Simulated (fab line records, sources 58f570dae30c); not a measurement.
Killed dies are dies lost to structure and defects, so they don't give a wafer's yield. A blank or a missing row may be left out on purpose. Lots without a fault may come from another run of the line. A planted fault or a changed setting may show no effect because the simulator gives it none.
Chamber matching | flow berkeley_cmos170 | UCB170_SPACER_CVD_00 on pecvd-03: 3 sister chambers
The step deposits SiO2 from TEOS/O2, target thk 376 nm, time 47 s. 6 wafers are shown with their chamber, then 8 later ones without.

WAFERS WITH THEIR CHAMBER
wafer  | chamber | rf_fwd_power_W (W) | heater_power_w (W)
L087.3 | 0       | 544.0              | 269
L087.5 | 2       | 545.4              | 267
L088.1 | 2       | 550.2              | 214
L088.2 | 0       | 547.0              | 268
L088.3 | 1       | 540.3              | 234
L092.3 | 1       | 544.0              | 294

WAFERS WITHOUT THEIR CHAMBER
wafer  | rf_fwd_power_W (W) | heater_power_w (W)
L092.4 | 545.2              | 239
L092.5 | 543.0              | 221
L090.2 | 545.0              | 242
L090.5 | 543.8              | 302
L090.6 | 545.0              | 258
L096.1 | 541.4              | 255
L096.3 | 543.6              | 236
L096.5 | 544.0              | 267

WHICH CHAMBER EACH WENT THROUGH
wafer  | from the rows above          | in truth
L092.4 | can't be placed: 0 or 2 or 1 | 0
L092.5 | can't be placed: 1 or 0 or 2 | 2
L090.2 | can't be placed: 0 or 2 or 1 | 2
L090.5 | can't be placed: 0 or 1 or 2 | 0
L090.6 | can't be placed: 0 or 1 or 2 | 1
L096.1 | can't be placed: 1 or 0 or 2 | 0
L096.3 | can't be placed: 1 or 0 or 2 | 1
L096.5 | can't be placed: 0 or 1 or 2 | 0
Placed correctly: 0 of 8. Can't be placed from these rows: 8 (the true chamber is among the candidates in 8). Placed wrongly: 0.
How it was worked out, from the rows above alone: a wafer's distance from a chamber is the root of the sum, over the readings, of the square of ((its reading less the chamber's mean) divided by the reading's scatter). The wafer belongs to the nearest chamber; if the next one is less than 2 further off, it can't be placed. A chamber's mean is the mean of its shown wafers. The scatter: the root of (the sum of the squares of (reading less its chamber's mean) over the shown wafers, divided by (wafers less chambers)).
